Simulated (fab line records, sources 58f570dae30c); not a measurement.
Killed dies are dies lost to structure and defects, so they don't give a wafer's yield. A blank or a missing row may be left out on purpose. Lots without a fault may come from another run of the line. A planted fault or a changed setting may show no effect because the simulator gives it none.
Problem report in the 8D (eight disciplines) form, filled by code | flow berkeley_cmos170 | the parts of the form that need people (team, actions taken, sign-off) are left out

1. THE PROBLEM
strip_time_to_endpoint_s at UCB170_M2_STRIP_07 reads a mean of 20.09 s on 6 wafers of 2 lots; wafers without a fault read 21.94 s with a standard deviation of 0.062. That is -30 standard deviations from the usual mean.
The step: strips in O2.
First seen on wafer L308.1, day 12 08:36, on plasma_asher-02. The record holds 42 wafers of 14 lots with a number at this step. Rule for "out", or "out of limits": more than 4 standard deviations from the usual mean. The other wafers with a number count as sound.

2. WHAT IT IS AND WHAT IT IS NOT
question                    | is                               | is not
which readings at this step | strip_time_to_endpoint_s         | drypump_motor_current_A
which lots                  | L308, L311                       | L293, L294, L295, L296, L297, L298, L299, L301, L302, L304, L305, L312
which wafers of those lots  | all that have a number           | -
read on which tools         | plasma_asher-02, plasma_asher-04 | plasma_asher-03
when                        | from day 12 08:36                | up to then (33 sound wafers); but 3 sound wafers of L312 came after

3. SUSPECTS, AND WHAT RULES EACH OUT
Counting: a tool at a process step up to the reading stays a suspect if it ran every lot that is out and no sound lot after the first of them.
- litho_track-03 at UCB170_M2_COAT_05 (resist thk 900 nm): kept. It ran every lot that is out, first L308 (day 12 08:18), and no sound lot after that; its last sound lot up to then is L299 (day 9 20:49).
Left after counting: litho_track-03 at UCB170_M2_COAT_05.

4. THE CAUSE (what the simulator had put in)
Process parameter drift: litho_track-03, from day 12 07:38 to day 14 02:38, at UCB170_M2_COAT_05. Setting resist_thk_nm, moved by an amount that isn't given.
Counting left only this tool.

5. THE CHAIN OF EFFECTS, in route order
Each row: a reading whose mean over the struck wafers that have a number lies more than 3 standard deviations from the usual. Only readings for which the record gives a usual standard deviation are gone through. hours: the time from each lot's start at the first step in this table that gives one to its start at this step, as a median over the lots. sigmas: the change in usual standard deviations.
hours | step               | reading                  | usual   | on struck wafers | change | sigmas
0     | UCB170_M2_STRIP_07 | strip_time_to_endpoint_s | 21.94 s | 20.09            | -1.85  | -30
The process steps in it:
- UCB170_M2_STRIP_07: strips in O2.

6. WHAT WOULD HAVE CAUGHT IT SOONER
In this record the first reading out of limits was taken at day 12 08:36, 1 hour after the fault began at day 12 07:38.
Of the tool readings at UCB170_M2_COAT_05 for which the record gives a usual standard deviation, none was out on any struck wafer, so an alarm limit of 4 standard deviations on them would not have fired.
Of the lots that are out (2), L311 began UCB170_M2_COAT_05 on litho_track-03 after day 12 08:36. A hold on the tool at that time would have spared it.
